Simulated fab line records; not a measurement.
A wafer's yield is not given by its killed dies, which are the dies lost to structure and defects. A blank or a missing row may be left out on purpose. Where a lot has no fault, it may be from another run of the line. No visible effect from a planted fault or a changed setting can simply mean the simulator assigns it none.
Comparing a struck lot with a sound one    flow berkeley cmos170    23 out of 331 route steps
Sound: the wafers L611.1, L611.2, L611.3. Wafers struck: L620.2, L620.3, L620.6. The cause is named last.
Per side, at each step with rows, come the tool, then ch with its chambers, and then its first start. Under that, the readings that differ: sound wafers    struck wafers    difference of the means    sigmas: that difference in standard deviations of wafers without a fault.
alike: readings with means less than 2 such deviations apart, plus words and numbers identical on both sides. not compared: withheld readings, readings lacking a value on some wafer, bounds such as >300 that could conceal the same value, and numbers that have no deviation in the record and whose values overlap.
A row with sigmas, a row that says differs or no value, or rows on one side alone: a step with any of these is where the two part. Numbers that have no deviation but don't overlap get no sigmas and don't part them. A reading missing from all wafers of one side parts the sides only when that side holds two or more wafers.

UCB170_PVT_OVL_MEAS_06:
  struck on overlay-01, day 7 16:59; sound on overlay-01, day 5 15:50
  alike: PVT_OVL
following that, these wafers have no rows for 1 step: UCB170_PVT_IMPLANT_07.
UCB170_PVT_STRIP_08: strips in O2.
  sound on plasma asher-03 ch 0,1, day 5 16:01; struck on plasma asher-04 ch 0, day 7 17:10
  alike: drypump motor current A, oes product au, strip time to endpoint s
  not compared: rf hours counter h
UCB170_PVT_TW_MEAS_09:
  struck on film metro-01, day 7 17:16; sound on film metro-03, day 5 16:07
  alike: PVT_TW
then, 1 step without rows for these wafers: UCB170_GATE_WET_ETCH_00 (etches SiO2 in dHF, time 200 s).
UCB170_FIELD_THK_MEAS_91:
  struck on film metro-03, day 7 17:24; sound on film metro-01, day 5 16:14
reading                      sound        struck       difference  sigmas
FIELD_OXIDE_LEFT_2_THK (nm)  317 327 320  340 347 348  +24         +2
then, 1 step without rows for these wafers: UCB170_GATE_OXIDATION_01 (target thk 6.6 nm, ox time 1800 s).
UCB170_GATE_THK_MEAS_02:
  struck on film metro-01, day 7 20:48; sound on film metro-04, day 5 21:15
  alike: GATE_OXIDE_THK
then, 2 steps without rows for these wafers: UCB170_GATE_ANNEAL_03 (time 1800 s); UCB170_GATE_CVD_04 (deposits poly-Si from SiH4, time 1440 s, target thk 214 nm).
UCB170_GATE_THK_MEAS_05:
  struck on film metro-02, day 8 02:38; sound on film metro-02, day 6 01:50
  alike: GATE_POLY_THK
following that, these wafers have no rows for 1 step: UCB170_GATE_COAT_06.
UCB170_GATE_COAT_07: resist thk 900 nm.
  sound on litho track-04 ch 0, day 6 02:00; struck on litho track-04 ch 0, day 8 02:00
reading                                sound              struck             difference  sigmas
model.KrF_of_GATE_COAT_07.thk nm (nm)  899.6 899.4 898.9  269.5 269.5 270.5  -629.5      
then, 3 steps without rows for these wafers: UCB170_GATE_SOFTBAKE_08 (time 60 s); UCB170_GATE_EXPOSE_09 (exposes mask POLY, target cd 350 nm); UCB170_GATE_PEB_10.
UCB170_GATE_DEVELOP_11: develop time 45 s.
  sound: litho track-02 ch 0; struck: litho track-04 ch 0
reading                sound              struck             difference  sigmas
model.GATE.cd nm (nm)  348.2 348.7 347.6  300.1 300.4 300.1  -48.0       
UCB170_GATE_CD_MEAS_12: the cd target is 350 nm.
  struck on cd sem-01, day 8 04:08; sound on cd sem-01, day 6 03:08
reading     sound              struck             difference  sigmas
cd nm (nm)  348.2 348.4 347.4  300.0 300.7 300.2  -47.7       -32
  not compared: hold
UCB170_GATE_OVL_MEAS_13:
  struck on overlay-02, day 8 10:46; sound on overlay-01, day 6 03:16
reading  sound  struck                                                                      difference                    sigmas
hold     - - -  await dispo/6.5h/release await dispo/6.5h/release await dispo/6.5h/release  no value on the sound wafers  
  alike: GATE_OVL
UCB170_GATE_ETCH_14: etches BARC in N2/H2.
  sound on rie diel-03 ch 1,2,3, day 6 03:17; struck on rie diel-03 ch 0,3, day 8 10:48
  alike: drypump motor current A, n2 flow sccm, oes product au, throttle valve pct
UCB170_GATE_ETCH_15: etches poly-Si in HBr/Cl2, stops on SiO2, time 56.3 s, target depth 278.2 nm.
  sound on rie si-01 ch 0,1,3, day 6 03:20; struck on rie si-02 ch 0,2, day 8 10:50
reading                                sound              struck             difference  sigmas
model.KrF_of_GATE_COAT_07.thk nm (nm)  774.3 774.9 773    145.7 150.2 150.8  -625.2      
model.GATE.cd nm (nm)                  348.6 347.2 347.6  299.1 300.9 299.6  -47.9       
  alike: drypump motor current A, oes product au, throttle valve pct
  not compared: rf hours counter h
UCB170_GATE_STRIP_16: strips in O2.
  sound on plasma asher-01 ch 0,1, day 6 03:23; struck on plasma asher-03 ch 0,1, day 8 10:53
reading                sound              struck             difference  sigmas
oes product au (a.u.)  0.730 0.717 0.730  0.475 0.482 0.479  -0.247      -59
  alike: drypump motor current A
  not compared: rf hours counter h
UCB170_GATE_CD_MEAS_90: the cd target is 350 nm.
  struck on cd sem-01, day 8 11:23; sound on cd sem-02, day 6 03:29
reading     sound              struck             difference  sigmas
cd nm (nm)  348.8 347.1 348.1  299.2 300.8 299.7  -48.1       -30
  not compared: hold

WHERE THEY PART
Last at UCB170_GATE_CD_MEAS_90 as far as this record goes, first at UCB170_FIELD_THK_MEAS_91.

WHY: what the simulator had put in
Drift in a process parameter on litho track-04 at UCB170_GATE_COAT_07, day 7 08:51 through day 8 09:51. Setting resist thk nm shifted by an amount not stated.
